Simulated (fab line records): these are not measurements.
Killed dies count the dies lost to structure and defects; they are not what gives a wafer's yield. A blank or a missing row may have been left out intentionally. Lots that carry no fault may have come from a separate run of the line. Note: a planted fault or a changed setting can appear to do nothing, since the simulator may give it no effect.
Split-lot experiment -- flow rit-cmos -- on a route of 202 steps: 5 lots, 23 wafers read

THE SPLIT ITSELF
At RIT_ACTIVE_OXIDATION_01 (target thk 46.8 nm, ox time 3360 s), the setting ox-time-s was moved away from the recipe's 3360 s on 20 of the 23 wafers read, by -14.8% to +15.0%. This setting was run at the recipe's value on the other wafers.

No step appears in the file between the split and the reading.

THE READING
ACTIVE_OXIDE_THK (nm), taken at RIT_ACTIVE_THK_MEAS_02. A value of 46.7 nm with a standard deviation of 0.67 nm is what fault-free wafers of this fab line usually give.

wafer,"tool, chamber at the split","ox-time-s as run, s",against the recipe,"ACTIVE_OXIDE_THK, nm",against lot-mates on the recipe
L076.3,"furnace-01, 0",3360,recipe,46.7,-
L076.4,"furnace-01, 0",3360,recipe,46.2,-
L076.6,"furnace-01, 0",3360,recipe,46.8,-
L080.2,"-, -",2864,-14.8%,43.3,no lot-mate on the recipe
L080.3,"-, -",2864,-14.8%,42.8,no lot-mate on the recipe
L080.4,"-, -",2864,-14.8%,42.2,no lot-mate on the recipe
L080.5,"-, -",2864,-14.8%,43.0,no lot-mate on the recipe
L080.6,"-, -",2864,-14.8%,42.2,no lot-mate on the recipe
L082.1,"-, -",3060,-8.9%,43.2,no lot-mate on the recipe
L082.2,"-, -",3060,-8.9%,44.3,no lot-mate on the recipe
L082.3,"-, -",3060,-8.9%,42.9,no lot-mate on the recipe
L082.4,"-, -",3060,-8.9%,43.3,no lot-mate on the recipe
L082.6,"-, -",3060,-8.9%,44.2,no lot-mate on the recipe
L083.1,"-, -",3558,+5.9%,49.5,no lot-mate on the recipe
L083.2,"-, -",3558,+5.9%,49.5,no lot-mate on the recipe
L083.4,"-, -",3558,+5.9%,49.2,no lot-mate on the recipe
L083.5,"-, -",3558,+5.9%,49.8,no lot-mate on the recipe
L083.6,"-, -",3558,+5.9%,50.1,no lot-mate on the recipe
L084.2,"-, -",3863,+15.0%,50.7,no lot-mate on the recipe
L084.3,"-, -",3863,+15.0%,51.2,no lot-mate on the recipe
L084.4,"-, -",3863,+15.0%,51.0,no lot-mate on the recipe
L084.5,"-, -",3863,+15.0%,51.9,no lot-mate on the recipe
L084.6,"-, -",3863,+15.0%,50.9,no lot-mate on the recipe

FIT RESULTS
A straight line over all 23 wafers: ACTIVE_OXIDE_THK changes by +0.308 nm for each +1% of ox-time-s; r = +0.98; the points scatter about the line by 0.74 nm.
Too few moved wafers have a lot-mate on the recipe to fit a line with each lot's own level taken away.

THE WHOLE CHAIN: every reading that the file lists as answering this split, in the file's order
step,what it does,reading,change (the file's fit),r (the file's)
RIT_ACTIVE_OXIDATION_01,"target thk 46.8 nm, ox time 3360 s","SiO2_of_ACTIVE_OXIDATION_01.thk-nm (the simulator's own value, which no gauge read)",+0.308 nm for each +1% of the setting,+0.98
RIT_ACTIVE_THK_MEAS_02,,ACTIVE_OXIDE_THK,+0.307 for each +1% of the setting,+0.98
RIT_FOX2_WET_ETCH_03,"etches Si3N4 in H3PO4, target depth 195 nm, time 2700 s","SiO2_of_ACTIVE_OXIDATION_01.thk-nm (the simulator's own value, which no gauge read)",+0.269 nm for each +1% of the setting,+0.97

THE FILE'S OWN FIT
ACTIVE_OXIDE_THK changes by +0.307 nm for each +1% of ox-time-s, r = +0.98.
